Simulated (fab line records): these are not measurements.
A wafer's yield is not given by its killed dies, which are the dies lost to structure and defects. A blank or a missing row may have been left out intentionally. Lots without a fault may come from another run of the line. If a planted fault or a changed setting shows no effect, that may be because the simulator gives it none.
The same fault as seen by 2 desks / flow ritCmos / each desk holds nothing but its own numbers, with what lay behind them at the end

## METROLOGY DESK
Means of the sampled wafers that have a number, per lot and without regard to the tool the lot ran on: this is what the gauges read. A lot is out of limits, marked OUT, if its mean lies more than 4 standard deviations from the usual mean; the brackets give that distance.
Columns: A = M1_AL_RS at RIT_M1_RS_MEAS_01, usual 0.0737 ohm/sq; B = M1_AL_THK at RIT_M1_THK_MEAS_02, usual 396 nm; C = cdNm at RIT_M1_CD_MEAS_09, usual 2599.4 nm; D = M1_OVL at RIT_M1_OVL_MEAS_10, usual 1.0 nm
lot=L912; first seen here=day 4 05:18; A=0.0730; B=400; C=2601.3; D=-0.8
lot=L918; first seen here=day 5 13:40; A=0.0725; B=400; C=2597.9; D=0.5
lot=L925; first seen here=day 6 23:08; A=0.0735; B=396; C=2600.6; D=-0.6
lot=L927; first seen here=day 7 09:49; A=0.0746; B=388; C=2598.2; D=0.7
lot=L928; first seen here=day 7 15:47; A=0.0736; B=392; C=2597.0; D=-0.2
lot=L930; first seen here=day 8 00:45; A=0.0736; B=396; C=2598.8; D=-0.6
lot=L931; first seen here=day 8 05:10; A=0.0741; B=396; C=2600.3; D=1.4
Finding of this desk: none of the 7 lots has anything out of limits.

## THE TOOL OWNER'S DESK: rieMetal-04
The tool's own readings at RIT_M1_METAL_ETCH_12 (etches Al in Cl2/BCl3, stops on SiO2, time 165 s, target depth 600 nm): means of the sampled wafers that have a number, for each lot that ran on this tool. A lot is out of limits, marked OUT, if its mean lies more than 4 standard deviations from the usual mean; the brackets give that distance.
Columns: A = drypumpMotorCurrentA at RIT_M1_METAL_ETCH_12, usual 6.1 A; B = oesProductAu at RIT_M1_METAL_ETCH_12, usual 0.774 a.u.; C = rfFwdPowerW at RIT_M1_METAL_ETCH_12, usual 249.1 W; D = throttleValvePct at RIT_M1_METAL_ETCH_12, usual 8.24 %
lot=L912; first seen here=day 4 06:52; A=6.3; B=0.767; C=249.3; D=8.15
lot=L925; first seen here=day 7 00:35; A=6.2; B=0.764; C=229.7 (-26) OUT; D=8.15
lot=L927; first seen here=day 7 11:22; A=6.2; B=0.758; C=228.7 (-27) OUT; D=8.17
lot=L930; first seen here=day 8 02:11; A=6.0; B=0.772; C=239.2 (-13) OUT; D=8.19
Finding of this desk: L925, L927, L930 out of limits; the first was L925 at day 7 00:35, on rfFwdPowerW at RIT_M1_METAL_ETCH_12. In limits: L912.

## ALL TOGETHER
On L925, L927, L930, at day 7 00:35, an alarm was possible from the tool owner's desk.
Metrology desk: nothing out of limits seen.
The metrology desk has L925, L927, L930 on record, within its limits.
Of the lots named, all ran RIT_M1_METAL_ETCH_12 on rieMetal-04.

## WHAT THE SIMULATOR PUT IN
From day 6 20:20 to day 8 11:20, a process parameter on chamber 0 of rieMetal-04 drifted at RIT_M1_METAL_ETCH_12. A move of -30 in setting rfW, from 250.
Struck lots among those shown: L925, L927, L930.
Each desk's first reading out of limits, in hours after the fault started: the tool owner's desk, 4.
